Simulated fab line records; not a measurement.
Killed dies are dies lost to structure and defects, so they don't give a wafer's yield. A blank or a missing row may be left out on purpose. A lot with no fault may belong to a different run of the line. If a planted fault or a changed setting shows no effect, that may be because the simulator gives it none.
fab line records	flow rit-cmos
record: lots: 14	wafers: 42	last-day: 7
route steps=202 shown ACTIVE@3 FOX2@23 PWELL@49 M1@202
lots that met no fault: taken from a fault-free run of the same line
start-h: the number of hours between the record's first day and the start of the first shown wafer of the lot	wait-h: time in hours since the lot's previous step	" as in the row above	L1.1+2: a row that stands for several wafers	- value missing, or start not given	* or withheld: withheld	< > ~ a bound
route shown NAME@n: a module of which the file shows steps, and the number in the route of the first	usual: the fault-free wafers' mean and standard deviation	same: alike in all rows	chamber/n: place in a boat	sites: the reading at each site	_std_site: standard deviation across them	_edge_site: inner sites' mean taken away from outer sites' mean	radius-mm: for every site, how far away it sits from the centre of the wafer	mask NAME#n: copy n	behind: the last tool/chamber to shape the wafer	hold: why the lot was held/for how many hours/how that ended	device: names the non-switching transistor (n, p or np)	end of line: the same wafers' tests at the end of the route	for a step that has no rows: nothing shown but its recipe	killed: at the first sort, the dies lost to defects and structure; wafer yield is something else	map: a wafer's dies, marking killed ones x, the rest . and places with no die _
set.NAME: the run value of the setting; set.NAME@STEP: its run value at that earlier step	model.NAME: the simulator's own value behind a step, which no gauge read
one table for each step of the route and one row for each wafer, over a sample of lots
services: the hour from which a tool's chamber was out of use, counted from the record's first day as start-h (under 0 if before that day), plus the number of hours and why
== steps ==
step: RIT_ACTIVE_THK_MEAS_02
recipe: reads: SiO2_of_ACTIVE_OXIDATION_01
usual: ACTIVE_OXIDE_THK: 46.6/0.89
lot.wafer	tool	chamber	start-h	wait-h	ACTIVE_OXIDE_THK[nm]
L515.1	film-metro-02	-	13.13	0.0	46.6
L515.2	"	-	"	"	47.4
L515.5	"	-	"	"	46.9
L516.3	film-metro-04	-	17.07	0.0	44.4
L516.5	"	-	"	"	44.1
L516.6	"	-	"	"	44.1
L517.1	film-metro-02	-	22.05	0.0	48.5
L517.4	"	-	"	"	47.7
L517.6	"	-	"	"	47.9
L518.1	film-metro-02	-	27.11	0.0	45.9
L518.4	"	-	"	"	46.3
L518.5	"	-	"	"	47.1
L519.1	film-metro-02	-	32.05	0.0	46.5
L519.2	"	-	"	"	45.3
L519.6	"	-	"	"	45.6
L520.2	film-metro-04	-	37.06	0.0	47.0
L520.4	"	-	"	"	47.4
L520.5	"	-	"	"	48.1
L522.1	film-metro-01	-	47.05	0.0	46.6
L522.2	"	-	"	"	46.7
L522.6	"	-	"	"	46.3
L523.2	film-metro-01	-	52.06	0.0	46.1
L523.4	"	-	"	"	46.3
L523.5	"	-	"	"	45.9
L525.1	film-metro-04	-	62.05	0.0	47.6
L525.4	"	-	"	"	48.3
L525.6	"	-	"	"	47.0
L526.2	film-metro-04	-	67.06	0.0	46.4
L526.4	"	-	"	"	45.7
L526.6	"	-	"	"	46.3
L528.4	film-metro-02	-	78.95	0.0	47.1
L528.5	"	-	"	"	47.1
L528.6	"	-	"	"	47.3
L531.1	film-metro-01	-	92.05	0.0	47.0
L531.2	"	-	"	"	46.8
L531.3	"	-	"	"	46.8
L536.1	film-metro-02	-	117.05	0.0	46.5
L536.2	"	-	"	"	46.7
L536.5	"	-	"	"	46.4
L537.1	film-metro-01	-	122.70	0.0	47.6
L537.3	"	-	"	"	48.0
L537.5	"	-	"	"	47.8
step: RIT_ACTIVE_CD_MEAS_90
recipe: target-cd-nm: 1400
usual: cd-nm: 1399.2/2.4
lot.wafer	tool	chamber	start-h	wait-h	cd-nm
L515.1	cd-sem-02	-	16.09	0.1	1400.9
L515.2	"	-	"	"	1402.8
L515.5	"	-	"	"	1401.2
L516.3	cd-sem-02	-	20.18	0.1	1400.0
L516.5	"	-	"	"	1399.9
L516.6	"	-	"	"	1398.9
L517.1	cd-sem-02	-	25.02	0.1	1400.2
L517.4	"	-	"	"	1401.7
L517.6	"	-	"	"	1402.1
L518.1	cd-sem-01	-	30.20	0.1	1400.7
L518.4	"	-	"	"	1403.0
L518.5	"	-	"	"	1402.2
L519.1	cd-sem-02	-	35.16	0.1	1399.7
L519.2	"	-	"	"	1396.6
L519.6	"	-	"	"	1398.5
L520.2	cd-sem-02	-	40.16	0.1	1398.0
L520.4	"	-	"	"	1399.9
L520.5	"	-	"	"	1400.3
L522.1	cd-sem-01	-	50.14	0.1	1397.0
L522.2	"	-	"	"	1396.1
L522.6	"	-	"	"	1396.6
L523.2	cd-sem-01	-	55.16	0.1	1396.4
L523.4	"	-	"	"	1398.0
L523.5	"	-	"	"	1398.7
L525.1	cd-sem-01	-	65.24	0.1	1400.7
L525.4	"	-	"	"	1398.6
L525.6	"	-	"	"	1399.6
L526.2	cd-sem-01	-	70.16	0.1	1399.1
L526.4	"	-	"	"	1399.4
L526.6	"	-	"	"	1400.9
L528.4	cd-sem-01	-	82.93	0.1	1401.1
L528.5	"	-	"	"	1400.6
L528.6	"	-	"	"	1400.2
L531.1	cd-sem-01	-	95.10	0.2	1399.1
L531.2	"	-	"	"	1399.5
L531.3	"	-	"	"	1399.8
L536.1	cd-sem-01	-	120.14	0.1	1397.5
L536.2	"	-	"	"	1398.3
L536.5	"	-	"	"	1396.1
L537.1	cd-sem-01	-	125.84	0.2	1397.0
L537.3	"	-	"	"	1394.8
L537.5	"	-	"	"	1395.1
step: RIT_FOX2_OXIDATION_00
recipe: temp-c: 1100	ambient: H2O	target-thk-a: 3507	p-h2o-torr: 720	ox-time-s: 1130
usual: spike-tc-centre-C: 1102.7/1.3	spike-tc-load-C: 1126/4.1	spike-tc-source-C: 1130.5/1.1	tube-center-temp-C: 1100/0.11	tube_center_temp_C_max: 1102.9/0.52
lot.wafer	tool	chamber	start-h	wait-h	spike-tc-centre-C	spike-tc-load-C	spike-tc-source-C	tube-center-temp-C	tube_center_temp_C_max
L515.1	furnace-02	0	18.07	0.0	1101.8	1128	1130.8	1100.1	1102.5
L515.2	"	0	"	"	1102.8	1130	1131.6	1100	1103.3
L515.5	"	0	"	"	1102.4	1129	1128.5	1099.9	1103.3
L516.3	furnace-04	0	22.12	0.0	1101.9	1122	1131.5	1099.9	1102.8
L516.5	"	0	"	"	1102.4	1121	1131.4	1100.1	1102.3
L516.6	"	0	"	"	1102.2	1121	1132.0	1100	1102.5
L517.1	furnace-02	0	27.02	0.0	1103.9	1129	1129.3	1100	1102.1
L517.4	"	0	"	"	1101.7	1127	1130.7	1100	1102.3
L517.6	"	0	"	"	1104.0	1130	1129.6	1100.1	1102.3
L518.1	furnace-01	0	32.23	0.0	1104.0	1132	1131.1	1100	1103.1
L518.4	"	0	"	"	1104.3	1132	1131.2	1099.9	1103.0
L518.5	"	0	"	"	1102.8	1130	1130.7	1100	1102.2
L519.1	furnace-01	0	38.44	0.0	1102.4	1132	1128.2	1099.8	1103.1
L519.2	"	0	"	"	1102.9	1131	1130.0	1100	1103.8
L519.6	"	0	"	"	1103.4	1129	1129.1	1100	1102.6
L520.2	furnace-01	0	43.54	0.0	1102.3	1130	1131.9	1100.1	1102.7
L520.4	"	0	"	"	1104.6	1129	1130.3	1099.9	1102.6
L520.5	"	0	"	"	1103.7	1131	1128.8	1100.1	1103.6
L522.1	furnace-04	0	52.12	0.0	1100.6	1121	1130.4	1099.9	1102.4
L522.2	"	0	"	"	1102.8	1121	1131.2	1100	1102.5
L522.6	"	0	"	"	1103.1	1122	1129.4	1100	1102.7
L523.2	furnace-02	0	58.44	1.3	1104.9	1130	1131.7	1099.9	1102.5
L523.4	"	0	"	"	1103.2	1129	1131.3	1099.8	1102.7
L523.5	"	0	"	"	1103.4	1129	1130.0	1100	1103.2
L525.1	furnace-02	0	67.56	0.3	1080.1	1104	1105.8	1075.1	1077.3
L525.4	"	0	"	"	1079.0	1104	1106.3	1075.1	1078.1
L525.6	"	0	"	"	1079.5	1103	1104.5	1075.2	1078.0
L526.2	furnace-04	0	73.44	1.3	1101.3	1121	1130.7	1100	1103.1
L526.4	"	0	"	"	1101.8	1121	1130.6	1100	1105.4
L526.6	"	0	"	"	1103.0	1121	1129.4	1100	1103.1
L528.4	furnace-01	0	86.07	1.2	1105.2	1130	1130.3	1100	1102.5
L528.5	"	0	"	"	1102.6	1130	1131.6	1099.9	1102.4
L528.6	"	0	"	"	1104.4	1130	1129.1	1100.2	1102.7
L531.1	furnace-02	0	97.54	0.0	1078.5	1103	1105.4	1074.8	1078.2
L531.2	"	0	"	"	1078.4	1103	1103.9	1075	1077.9
L531.3	"	0	"	"	1078.1	1105	1103.3	1075.1	1078.0
L536.1	furnace-04	0	122.16	0.0	1102.0	1121	1129.5	1100	1103.1
L536.2	"	0	"	"	1098.9	1122	1130.8	1099.9	1102.5
L536.5	"	0	"	"	1101.0	1121	1131.3	1099.9	1103.0
L537.1	furnace-04	0	128.81	0.3	1104.0	1122	1129.8	1100.1	1102.7
L537.3	"	0	"	"	1102.0	1123	1129.7	1100.2	1103.2
L537.5	"	0	"	"	1101.4	1121	1131.0	1100	1103.2
step: RIT_FOX2_THK_MEAS_01
recipe: reads: SiO2_of_FOX2_OXIDATION_00
usual: FOX2_OXIDE_THK: 349/4.9
lot.wafer	tool	chamber	start-h	wait-h	FOX2_OXIDE_THK[nm]
L515.1	film-metro-03	-	19.39	0.0	351
L515.2	"	-	"	"	346
L515.5	"	-	"	"	350
L516.3	film-metro-01	-	23.46	0.0	349
L516.5	"	-	"	"	342
L516.6	"	-	"	"	343
L517.1	film-metro-02	-	28.34	0.0	356
L517.4	"	-	"	"	346
L517.6	"	-	"	"	351
L518.1	film-metro-03	-	33.54	0.0	350
L518.4	"	-	"	"	348
L518.5	"	-	"	"	348
L519.1	film-metro-03	-	39.75	0.0	345
L519.2	"	-	"	"	353
L519.6	"	-	"	"	341
L520.2	film-metro-03	-	44.87	0.0	343
L520.4	"	-	"	"	344
L520.5	"	-	"	"	345
L522.1	film-metro-03	-	53.43	0.0	346
L522.2	"	-	"	"	348
L522.6	"	-	"	"	344
L523.2	film-metro-02	-	59.77	0.0	348
L523.4	"	-	"	"	350
L523.5	"	-	"	"	355
L525.1	film-metro-03	-	68.88	0.0	303
L525.4	"	-	"	"	306
L525.6	"	-	"	"	305
L526.2	film-metro-01	-	74.77	0.0	346
L526.4	"	-	"	"	349
L526.6	"	-	"	"	344
L528.4	film-metro-02	-	87.41	0.0	353
L528.5	"	-	"	"	349
L528.6	"	-	"	"	345
L531.1	film-metro-01	-	98.85	0.0	307
L531.2	"	-	"	"	306
L531.3	"	-	"	"	309
L536.1	film-metro-02	-	123.48	0.0	371
L536.2	"	-	"	"	364
L536.5	"	-	"	"	359
L537.1	film-metro-03	-	130.12	0.0	352
L537.3	"	-	"	"	352
L537.5	"	-	"	"	354
step: RIT_FOX2_THK_MEAS_90
recipe: reads: SiO2_of_FOX2_OXIDATION_00
usual: FIELD_OXIDE_LEFT_1_THK: 321/4.9
lot.wafer	tool	chamber	start-h	wait-h	FIELD_OXIDE_LEFT_1_THK[nm]
L515.1	film-metro-02	-	20.26	0.0	323
L515.2	"	-	"	"	318
L515.5	"	-	"	"	322
L516.3	film-metro-02	-	24.40	0.0	321
L516.5	"	-	"	"	315
L516.6	"	-	"	"	316
L517.1	film-metro-03	-	29.21	0.0	328
L517.4	"	-	"	"	318
L517.6	"	-	"	"	323
L518.1	film-metro-02	-	34.42	0.0	323
L518.4	"	-	"	"	320
L518.5	"	-	"	"	320
L519.1	film-metro-01	-	40.64	0.0	319
L519.2	"	-	"	"	326
L519.6	"	-	"	"	314
L520.2	film-metro-03	-	45.81	0.0	315
L520.4	"	-	"	"	317
L520.5	"	-	"	"	317
L522.1	film-metro-01	-	54.31	0.0	318
L522.2	"	-	"	"	320
L522.6	"	-	"	"	316
L523.2	film-metro-03	-	60.71	0.0	321
L523.4	"	-	"	"	323
L523.5	"	-	"	"	327
L525.1	film-metro-01	-	69.75	0.0	275
L525.4	"	-	"	"	278
L525.6	"	-	"	"	278
L526.2	film-metro-03	-	75.64	0.0	319
L526.4	"	-	"	"	322
L526.6	"	-	"	"	317
L528.4	film-metro-03	-	88.29	0.0	326
L528.5	"	-	"	"	321
L528.6	"	-	"	"	318
L531.1	film-metro-01	-	99.79	0.0	280
L531.2	"	-	"	"	279
L531.3	"	-	"	"	282
L536.1	film-metro-01	-	124.35	0.0	344
L536.2	"	-	"	"	337
L536.5	"	-	"	"	332
L537.1	film-metro-03	-	131.00	0.0	324
L537.3	"	-	"	"	325
L537.5	"	-	"	"	327
step: RIT_PWELL_TW_MEAS_10
usual: PWELL_TW: 947/9.9
lot.wafer	tool	chamber	start-h	wait-h	PWELL_TW
L515.1	film-metro-02	-	23.46	0.1	939
L515.2	"	-	"	"	937
L515.5	"	-	"	"	937
L516.3	film-metro-03	-	27.80	0.1	941
L516.5	"	-	"	"	945
L516.6	"	-	"	"	946
L517.1	film-metro-02	-	32.57	0.1	944
L517.4	"	-	"	"	943
L517.6	"	-	"	"	940
L518.1	film-metro-03	-	37.53	0.1	943
L518.4	"	-	"	"	941
L518.5	"	-	"	"	947
L519.1	film-metro-03	-	43.86	0.1	943
L519.2	"	-	"	"	944
L519.6	"	-	"	"	947
L520.2	film-metro-04	-	49.04	0.1	967
L520.4	"	-	"	"	958
L520.5	"	-	"	"	962
L522.1	film-metro-02	-	57.47	0.1	941
L522.2	"	-	"	"	944
L522.6	"	-	"	"	938
L523.2	film-metro-04	-	63.94	0.1	959
L523.4	"	-	"	"	961
L523.5	"	-	"	"	960
L525.1	film-metro-03	-	72.93	0.1	936
L525.4	"	-	"	"	941
L525.6	"	-	"	"	938
L526.2	film-metro-04	-	78.92	0.1	964
L526.4	"	-	"	"	957
L526.6	"	-	"	"	963
L528.4	film-metro-04	-	91.65	0.1	963
L528.5	"	-	"	"	964
L528.6	"	-	"	"	962
L531.1	film-metro-04	-	103.14	0.1	964
L531.2	"	-	"	"	963
L531.3	"	-	"	"	954
L536.1	film-metro-02	-	127.78	0.1	938
L536.2	"	-	"	"	938
L536.5	"	-	"	"	937
L537.1	film-metro-03	-	134.23	0.1	932
L537.3	"	-	"	"	933
L537.5	"	-	"	"	934
step: RIT_FOX2_THK_MEAS_91
recipe: reads: SiO2_of_FOX2_OXIDATION_00
usual: FIELD_OXIDE_LEFT_2_THK: 253/5.1
lot.wafer	tool	chamber	start-h	wait-h	FIELD_OXIDE_LEFT_2_THK[nm]
L515.1	film-metro-03	-	32.65	0.0	255
L515.2	"	-	"	"	251
L515.5	"	-	"	"	254
L516.3	film-metro-02	-	36.99	0.0	254
L516.5	"	-	"	"	248
L516.6	"	-	"	"	249
L517.1	film-metro-03	-	41.63	0.0	260
L517.4	"	-	"	"	251
L517.6	"	-	"	"	255
L518.1	film-metro-01	-	46.74	0.0	256
L518.4	"	-	"	"	253
L518.5	"	-	"	"	253
L519.1	film-metro-01	-	53.02	0.0	250
L519.2	"	-	"	"	258
L519.6	"	-	"	"	246
L520.2	film-metro-02	-	58.25	0.0	247
L520.4	"	-	"	"	249
L520.5	"	-	"	"	249
L522.1	film-metro-02	-	66.50	0.0	250
L522.2	"	-	"	"	252
L522.6	"	-	"	"	248
L523.2	film-metro-02	-	73.11	0.0	252
L523.4	"	-	"	"	255
L523.5	"	-	"	"	259
L525.1	film-metro-02	-	82.55	0.0	206
L525.4	"	-	"	"	209
L525.6	"	-	"	"	209
L526.2	film-metro-03	-	87.83	0.0	251
L526.4	"	-	"	"	255
L526.6	"	-	"	"	249
L528.4	film-metro-01	-	100.67	0.0	258
L528.5	"	-	"	"	253
L528.6	"	-	"	"	250
L531.1	film-metro-01	-	112.41	0.0	212
L531.2	"	-	"	"	211
L531.3	"	-	"	"	214
L536.1	film-metro-01	-	136.99	0.0	277
L536.2	"	-	"	"	270
L536.5	"	-	"	"	266
L537.1	film-metro-03	-	143.26	0.0	256
L537.3	"	-	"	"	256
L537.5	"	-	"	"	258
step: RIT_M1_PROBE_99
usual: killed-at-contacts: 0.1/0.27	killed-at-front-end: 7/3.1	killed-dies: 7/3.1	killed-open: 3.6/2.3	killed-short: 3.2/2
same: gross-dies: 264	killed_at_M0_to_M3: 0	killed_at_M4_up: 0	killed-at-back-side: 0	killed-at-other: 0
lot.wafer	tool	chamber	start-h	wait-h	killed-at-contacts	killed-at-front-end	killed-dies	killed-open	killed-short
L515.1	prober-02	-	58.56	0.1	0	18	18	12	6
L515.2	prober-02	-	58.61	0.1	0	3	3	2	1
L515.5	prober-02	-	58.76	0.2	0	8	8	5	3
L516.3	prober-01	-	62.45	0.2	1	17	18	7	11
L516.5	prober-01	-	62.55	0.2	0	6	6	3	3
L516.6	prober-01	-	62.60	0.2	0	3	3	0	3
L517.1	prober-02	-	67.68	0.1	0	5	5	3	2
L517.4	prober-02	-	67.83	0.2	0	11	11	7	4
L517.6	prober-02	-	67.93	0.2	0	9	9	4	5
L518.1	prober-01	-	73.56	0.1	0	10	10	4	6
L518.4	prober-01	-	73.71	0.2	0	8	8	4	4
L518.5	prober-01	-	73.76	0.2	0	6	6	1	5
L519.1	prober-01	-	79.08	0.1	0	7	7	6	1
L519.2	prober-01	-	79.13	0.1	0	2	2	1	1
L519.6	prober-01	-	79.33	0.2	0	8	8	5	3
L520.2	prober-02	-	86.24	0.1	0	6	6	2	4
L520.4	prober-02	-	86.34	0.2	0	6	6	1	5
L520.5	prober-02	-	86.39	0.2	0	8	8	4	4
L522.1	prober-02	-	93.60	0.1	0	3	3	0	3
L522.2	prober-02	-	93.65	0.1	0	7	7	2	5
L522.6	prober-02	-	93.85	0.2	0	4	4	3	1
L523.2	prober-01	-	100.52	0.1	0	7	7	5	2
L523.4	prober-01	-	100.62	0.2	0	6	6	2	4
L523.5	prober-01	-	100.67	0.2	0	4	4	3	1
L525.1	prober-01	-	106.95	0.1	0	7	7	2	5
L525.4	prober-01	-	107.10	0.2	0	2	2	1	1
L525.6	prober-01	-	107.20	0.2	0	9	9	6	3
L526.2	prober-02	-	113.46	0.1	0	6	6	4	2
L526.4	prober-02	-	113.56	0.2	0	5	5	1	3
L526.6	prober-02	-	113.66	0.2	0	7	7	6	1
L528.4	prober-02	-	127.35	0.2	0	8	8	3	5
L528.5	prober-02	-	127.40	0.2	0	5	5	2	2
L528.6	prober-02	-	127.45	0.2	1	3	4	3	1
L531.1	prober-01	-	138.14	0.1	0	6	6	3	3
L531.2	prober-01	-	138.19	0.1	2	14	16	8	8
L531.3	prober-01	-	138.24	0.2	0	2	2	0	1
L536.1	prober-02	-	161.36	0.1	0	1	1	0	1
L536.2	prober-02	-	161.41	0.1	0	5	5	3	2
L536.5	prober-02	-	161.56	0.2	0	4	4	3	1
L537.1	prober-01	-	168.49	0.1	0	2	2	1	1
L537.3	prober-01	-	168.59	0.2	0	13	13	9	4
L537.5	prober-01	-	168.69	0.2	0	9	9	6	3
killed by level:class
L515.1 GATE:geometric-particle:open=7 GATE:geometric-particle:short=3 REOX:geometric-particle:open=2 SILICIDE:geometric-particle:open=2 SILICIDE:geometric-particle:short=2 REOX:geometric-particle:short=1 SPACER:geometric-particle:open=1
L515.2 GATE:geometric-particle:open=2 SILICIDE:geometric-particle:short=1
L515.5 REOX:geometric-particle:open=4 REOX:geometric-particle:short=3 SPACER:geometric-particle:open=1
L516.3 FOX1:geometric-particle:short=4 GATE:geometric-particle:open=3 GATE:geometric-particle:short=3 FOX2:geometric-particle:open=2 FOX1:geometric-particle:open=1 FOX2:geometric-particle:short=1 REOX:geometric-particle:short=1 SPACER:geometric-particle:open=1
L516.5 GATE:geometric-particle:short=2 FOX1:geometric-particle:open=1 FOX2:geometric-particle:short=1 REOX:geometric-particle:open=1 SPACER:geometric-particle:open=1
L516.6 FOX1:geometric-particle:short=2 FOX2:geometric-particle:short=1
L517.1 SPACER:geometric-particle:open=2 FOX2:geometric-particle:short=1 REOX:geometric-particle:open=1 SILICIDE:geometric-particle:short=1
L517.4 GATE:geometric-particle:short=3 GATE:geometric-particle:open=3 FOX2:geometric-particle:open=1 REOX:geometric-particle:short=1 REOX:geometric-particle:open=1 SPACER:geometric-particle:open=1 SILICIDE:geometric-particle:open=1
L517.6 GATE:geometric-particle:short=4 GATE:geometric-particle:open=3 SILICIDE:geometric-particle:open=1 SILICIDE:geometric-particle:short=1
L518.1 GATE:geometric-particle:short=3 REOX:geometric-particle:short=3 GATE:geometric-particle:open=2 REOX:geometric-particle:open=2
L518.4 GATE:geometric-particle:open=3 FOX2:geometric-particle:short=1 REOX:geometric-particle:short=1 SPACER:geometric-particle:short=1 SILICIDE:geometric-particle:short=1 SILICIDE:geometric-particle:open=1
L518.5 SPACER:geometric-particle:short=3 REOX:geometric-particle:short=1 REOX:geometric-particle:open=1 SILICIDE:geometric-particle:short=1
L519.1 GATE:geometric-particle:open=3 FOX2:geometric-particle:open=1 GATE:geometric-particle:short=1 REOX:geometric-particle:open=1 SILICIDE:geometric-particle:open=1
L519.2 GATE:geometric-particle:open=1 REOX:geometric-particle:short=1
L519.6 GATE:geometric-particle:open=3 FOX2:geometric-particle:short=1 GATE:geometric-particle:short=1 REOX:geometric-particle:open=1 SPACER:geometric-particle:short=1 SPACER:geometric-particle:open=1
L520.2 GATE:geometric-particle:short=2 FOX2:geometric-particle:open=1 GATE:geometric-particle:open=1 SPACER:geometric-particle:short=1 SILICIDE:geometric-particle:short=1
L520.4 GATE:geometric-particle:short=3 FOX2:geometric-particle:short=1 FOX2:geometric-particle:open=1 SILICIDE:geometric-particle:short=1
L520.5 SPACER:geometric-particle:short=3 GATE:geometric-particle:open=2 ACTIVE:geometric-particle:open=1 FOX2:geometric-particle:short=1 SPACER:geometric-particle:open=1
L522.1 GATE:geometric-particle:short=2 FOX2:geometric-particle:short=1
L522.2 GATE:geometric-particle:short=2 SPACER:geometric-particle:short=2 FOX1:geometric-particle:open=1 REOX:geometric-particle:short=1 SILICIDE:geometric-particle:open=1
L522.6 REOX:geometric-particle:open=2 GATE:geometric-particle:open=1 REOX:geometric-particle:short=1
L523.2 GATE:geometric-particle:open=2 GATE:geometric-particle:short=2 FOX2:geometric-particle:open=1 REOX:geometric-particle:open=1 SPACER:geometric-particle:open=1
L523.4 SPACER:geometric-particle:short=3 FOX1:geometric-particle:open=1 GATE:geometric-particle:open=1 GATE:geometric-particle:short=1
L523.5 FOX2:geometric-particle:open=1 GATE:geometric-particle:open=1 GATE:geometric-particle:short=1 SPACER:geometric-particle:open=1
L525.1 GATE:geometric-particle:short=5 GATE:geometric-particle:open=1 REOX:geometric-particle:open=1
L525.4 SPACER:geometric-particle:open=1 SILICIDE:geometric-particle:short=1
L525.6 SPACER:geometric-particle:open=3 GATE:geometric-particle:short=2 FOX1:geometric-particle:open=1 FOX2:geometric-particle:short=1 GATE:geometric-particle:open=1 REOX:geometric-particle:open=1
L526.2 FOX1:geometric-particle:short=2 GATE:geometric-particle:open=2 SPACER:geometric-particle:open=1 SILICIDE:geometric-particle:open=1
L526.4 GATE:geometric-particle:short=2 FOX2:geometric-particle:open=1 REOX:geometric-particle:short=1 PLDD:coat-microbubble-printed=1
L526.6 GATE:geometric-particle:open=2 SPACER:geometric-particle:open=2 FOX2:geometric-particle:open=1 GATE:geometric-particle:short=1 SILICIDE:geometric-particle:open=1
L528.4 REOX:geometric-particle:open=2 REOX:geometric-particle:short=2 SPACER:geometric-particle:short=2 FOX2:geometric-particle:open=1 GATE:geometric-particle:short=1
L528.5 FOX1:geometric-particle:open=1 GATE:geometric-particle:short=1 GATE:geometric-particle:open=1 REOX:geometric-particle:short=1 PRETRO:coat-microbubble-printed=1
L528.6 REOX:geometric-particle:short=1 REOX:geometric-particle:open=1 SPACER:geometric-particle:open=1 CONTACT:geometric-particle:open=1
L531.1 ACTIVE:geometric-particle:open=1 FOX1:geometric-particle:open=1 FOX2:geometric-particle:short=1 SPACER:geometric-particle:short=1 SILICIDE:geometric-particle:short=1 SILICIDE:geometric-particle:open=1
L531.2 GATE:geometric-particle:short=5 GATE:geometric-particle:open=4 FOX1:geometric-particle:short=1 FOX2:geometric-particle:open=1 CONTACT:geometric-particle:short=1 REOX:geometric-particle:short=1 SPACER:geometric-particle:open=1 SILICIDE:geometric-particle:open=1
L531.3 FOX2:geometric-particle:short=1 PSD:coat-microbubble-printed=1
L536.1 SILICIDE:geometric-particle:short=1
L536.2 GATE:geometric-particle:open=2 GATE:geometric-particle:short=2 FOX1:geometric-particle:open=1
L536.5 FOX1:geometric-particle:open=2 FOX1:geometric-particle:short=1 SILICIDE:geometric-particle:open=1
L537.1 SILICIDE:geometric-particle:open=1 SILICIDE:geometric-particle:short=1
L537.3 FOX1:geometric-particle:open=4 GATE:geometric-particle:open=2 GATE:geometric-particle:short=2 FOX1:geometric-particle:short=1 FOX2:geometric-particle:open=1 REOX:geometric-particle:open=1 REOX:geometric-particle:short=1 SILICIDE:geometric-particle:open=1
L537.5 GATE:geometric-particle:open=4 REOX:geometric-particle:short=2 FOX1:geometric-particle:open=1 FOX2:geometric-particle:short=1 SILICIDE:geometric-particle:open=1
== services ==
tool	chamber	start-h	hours	kind
furnace-02	-	-3.18	11.1	pm
furnace-01	-	8.21	3.5	pm
furnace-02	-	40.63	3.0	pm
furnace-04	-	45.34	2.8	pm
furnace-04	-	55.98	3.2	pm
furnace-02	-	89.09	3.4	pm
== key ==
first-sign: step: RIT_FOX2_OXIDATION_00	reading: tube-center-temp-C	direction: down	sigmas: 99+	usual: *	struck: *
effect: step: RIT_FOX2_OXIDATION_00	reading: tube_center_temp_C_max	direction: down	sigmas: 48	usual: *	struck: *
effect: step: RIT_FOX2_THK_MEAS_01	reading: FOX2_OXIDE_THK	direction: down	sigmas: 8.7	usual: 349	struck: 306
effect: step: RIT_FOX2_THK_MEAS_90	reading: FIELD_OXIDE_LEFT_1_THK	direction: down	sigmas: 8.7	usual: 321	struck: 279
effect: step: RIT_FOX2_THK_MEAS_91	reading: FIELD_OXIDE_LEFT_2_THK	direction: down	sigmas: 8.5	usual: 253	struck: 210
met-at RIT_FOX2_OXIDATION_00
struck-lots L525,L531
tester-left-out L525,L531
not-acting-at RIT_ACTIVE_THK_MEAS_02,RIT_ACTIVE_CD_MEAS_90,RIT_PWELL_TW_MEAS_10
onset-between 58.44 67.56
fault: kind: process-parameter-drift	tool: furnace-02	chamber: -	onset-h: 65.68	steps: RIT_FOX2_OXIDATION_00	channel: temp-c	offset: *	shape: step	end-h: 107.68	acts-in: *	stated: *
tester-left-out: of these lots the tester's yield and bins aren't shown, on N5 and GAA mostly nor the transistor test; their killed dies are dies lost to structure and defects alone, not to doping, threshold or leakage, so they don't give the yield
